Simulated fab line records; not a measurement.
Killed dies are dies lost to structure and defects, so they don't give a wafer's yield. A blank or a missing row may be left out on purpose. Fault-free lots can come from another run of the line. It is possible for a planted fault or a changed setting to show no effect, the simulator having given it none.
Chamber matching :: flow berkeley cmos170 :: rie diel-02 running UCB170_V2_ETCH_14: 4 sister chambers
The step etches SiO2 in CHF3/CF4/Ar, stops on Al, target depth 1250 nm, time 291 s. 14 wafers are shown with their chamber, then 7 later ones without.

## EACH WAFER AND ITS CHAMBER
wafer: L690.3
chamber: 1
throttle valve pct (%): 7.02
drypump motor current A (A): 5.6
oes product au (a.u.): 0.898

wafer: L690.4
chamber: 3
throttle valve pct (%): 6.94
drypump motor current A (A): 5.1
oes product au (a.u.): 0.871

wafer: L690.5
chamber: 1
throttle valve pct (%): 7.02
drypump motor current A (A): 5.7
oes product au (a.u.): 0.901

wafer: L692.1
chamber: 0
throttle valve pct (%): 6.78
drypump motor current A (A): 5.7
oes product au (a.u.): 0.860

wafer: L692.4
chamber: 3
throttle valve pct (%): 6.95
drypump motor current A (A): 5.1
oes product au (a.u.): 0.880

wafer: L692.5
chamber: 1
throttle valve pct (%): 7.02
drypump motor current A (A): 5.6
oes product au (a.u.): 0.897

wafer: L699.1
chamber: 0
throttle valve pct (%): 6.77
drypump motor current A (A): 5.7
oes product au (a.u.): 0.867

wafer: L699.4
chamber: 2
throttle valve pct (%): 7.01
drypump motor current A (A): 5.8
oes product au (a.u.): 0.855

wafer: L699.5
chamber: 3
throttle valve pct (%): 6.94
drypump motor current A (A): 5.1
oes product au (a.u.): 0.866

wafer: L700.1
chamber: 2
throttle valve pct (%): 7.02
drypump motor current A (A): 5.9
oes product au (a.u.): 0.853

wafer: L700.3
chamber: 0
throttle valve pct (%): 6.77
drypump motor current A (A): 5.6
oes product au (a.u.): 0.870

wafer: L700.4
chamber: 1
throttle valve pct (%): 7.02
drypump motor current A (A): 5.6
oes product au (a.u.): 0.891

wafer: L704.1
chamber: 2
throttle valve pct (%): 7.00
drypump motor current A (A): 5.8
oes product au (a.u.): 0.855

wafer: L704.3
chamber: 0
throttle valve pct (%): 6.76
drypump motor current A (A): 5.8
oes product au (a.u.): 0.868

SIGNATURES, as means of the wafers listed above
reading: throttle valve pct
chamber 0: 6.7700
chamber 1: 7.0200
chamber 2: 7.0100
chamber 3: 6.9433
scatter within a chamber: 0.00683

reading: drypump motor current A
chamber 0: 5.700
chamber 1: 5.625
chamber 2: 5.833
chamber 3: 5.100
scatter within a chamber: 0.0585

reading: oes product au
chamber 0: 0.86625
chamber 1: 0.89675
chamber 2: 0.85433
chamber 3: 0.87233
scatter within a chamber: 0.00461
Rule: a wafer lies at a distance from a chamber equal to the root of the sum of squares, over the readings, of (its reading less the chamber's mean, divided by the reading's scatter). The wafer belongs to the nearest chamber; if the next one is less than 2 further off, it can't be placed. The scatter: the root of (the sum of the squares of (reading less its chamber's mean) over the shown wafers, divided by (wafers less chambers)).

## WAFERS WITHOUT THEIR CHAMBER
wafer: L704.6
throttle valve pct (%): 6.77
drypump motor current A (A): 5.7
oes product au (a.u.): 0.867

wafer: L708.1
throttle valve pct (%): 7.03
drypump motor current A (A): 5.7
oes product au (a.u.): 0.890

wafer: L708.3
throttle valve pct (%): 7.03
drypump motor current A (A): 5.7
oes product au (a.u.): 0.887

wafer: L708.6
throttle valve pct (%): 7.02
drypump motor current A (A): 5.7
oes product au (a.u.): 0.897

wafer: L711.2
throttle valve pct (%): 6.93
drypump motor current A (A): 5.1
oes product au (a.u.): 0.866

wafer: L711.5
throttle valve pct (%): 7.00
drypump motor current A (A): 5.8
oes product au (a.u.): 0.856

wafer: L711.6
throttle valve pct (%): 7.01
drypump motor current A (A): 5.6
oes product au (a.u.): 0.900

## THE CHAMBER EACH PASSED THROUGH
wafer: L704.6
from the rows above: 0
in truth: 0

wafer: L708.1
from the rows above: 1
in truth: 1

wafer: L708.3
from the rows above: 1
in truth: 1

wafer: L708.6
from the rows above: 1
in truth: 1

wafer: L711.2
from the rows above: 3
in truth: 3

wafer: L711.5
from the rows above: 2
in truth: 2

wafer: L711.6
from the rows above: 1
in truth: 1
Correct placement for 7 of the 7. Left unplaced by these rows: 0. Placed wrongly: 0.
